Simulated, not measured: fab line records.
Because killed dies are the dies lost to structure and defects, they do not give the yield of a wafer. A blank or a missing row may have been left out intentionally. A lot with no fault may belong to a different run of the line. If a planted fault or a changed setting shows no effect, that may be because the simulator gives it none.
Problem report in the 8D (eight disciplines) form, filled by code | flow berkeley cmos170 | the parts of the form that need people (team, actions taken, sign-off) are left out

1. THE ISSUE
Wafers free of any fault read 522 (standard deviation 4.6) for NVT_TW at UCB170_NVT_TW_MEAS_09, against a mean of 629 on 6 wafers of 2 lots. Relative to the usual mean, that is a shift of +23 standard deviations.
First seen on wafer L842.1, day 8 12:44, on film metro-02. The record holds 42 wafers of 14 lots with a number at this step. By rule, "out" or "out of limits" means more than 4 standard deviations away from the usual mean. The rest of the wafers with a number are treated as sound.

2. WHAT IT IS; WHAT IT IS NOT
question                    | is                           | is not
which readings at this step | NVT_TW                       | -
which lots                  | L842, L843                   | L830, L831, L832, L833, L834, L838, L840, L848, L849, L850, L851, L852
which wafers of those lots  | all that have a number       | -
read on which gauges        | film metro-01, film metro-02 | film metro-04
when                        | from day 8 12:44             | up to then (18 sound wafers); but 18 sound wafers of L840, L848, L849, L850, L851, L852 came after

3. THE SUSPECTS, EACH WITH WHAT RULES IT OUT
Counting: a tool at any process step up to the reading remains a suspect when it ran all the lots that are out and ran no sound lot after the first of those.
- ruled out: the gauge at UCB170_NVT_TW_MEAS_09. 2 gauges (film metro-01, film metro-02) read the wafers that are out.
- implanter-04 at UCB170_NVT_IMPLANT_07: kept. All lots that are out passed through it, beginning with L842 at day 8 12:29, and no sound lot followed; its final sound lot before that point was L838 at day 8 04:42. Its own dose ions cm2, faraday current uA readings are out on those wafers.
The count leaves implanter-04 at UCB170_NVT_IMPLANT_07.

4. THE CAUSE (what the simulator had put in)
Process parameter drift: implanter-04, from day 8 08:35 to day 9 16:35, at UCB170_NVT_IMPLANT_07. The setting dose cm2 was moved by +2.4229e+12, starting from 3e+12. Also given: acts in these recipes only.
Only this tool survived the counting.

5. THE CHAIN OF EFFECTS, in route order
Each row: a reading where the mean over the struck wafers with a number is more than 3 standard deviations away from the usual. Only readings for which the record gives a usual standard deviation are gone through. hours: the time from each lot's start at the first step in this table that gives one to its start at this step, as a median over the lots. sigmas: the change in usual standard deviations.
hours | step                  | reading            | usual | on struck wafers | change | sigmas
0     | UCB170_NVT_IMPLANT_07 | dose ions cm2      | 3e+12 | 5e+12            | +2e+12 | +99 or more
0     | UCB170_NVT_IMPLANT_07 | faraday current uA | 9.52  | 17.19            | +7.67  | +40
0     | UCB170_NVT_TW_MEAS_09 | NVT_TW             | 522   | 629              | +107   | +23
It contains these process steps:
- UCB170_NVT_IMPLANT_07

6. HOW IT WOULD HAVE BEEN CAUGHT EARLIER
In this record the first reading out of limits at a measuring or inspecting step was taken at day 8 12:44, 4 hours after the fault began at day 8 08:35.
At UCB170_NVT_IMPLANT_07, the tool's own readings (dose ions cm2, faraday current uA) were out on each struck wafer the step has a row for, so an alarm limit on them would have fired on the first such wafer.
Among the 2 lots that are out, L843 began UCB170_NVT_IMPLANT_07 on implanter-04 after day 8 12:44. A hold on the tool at that time would have spared it.
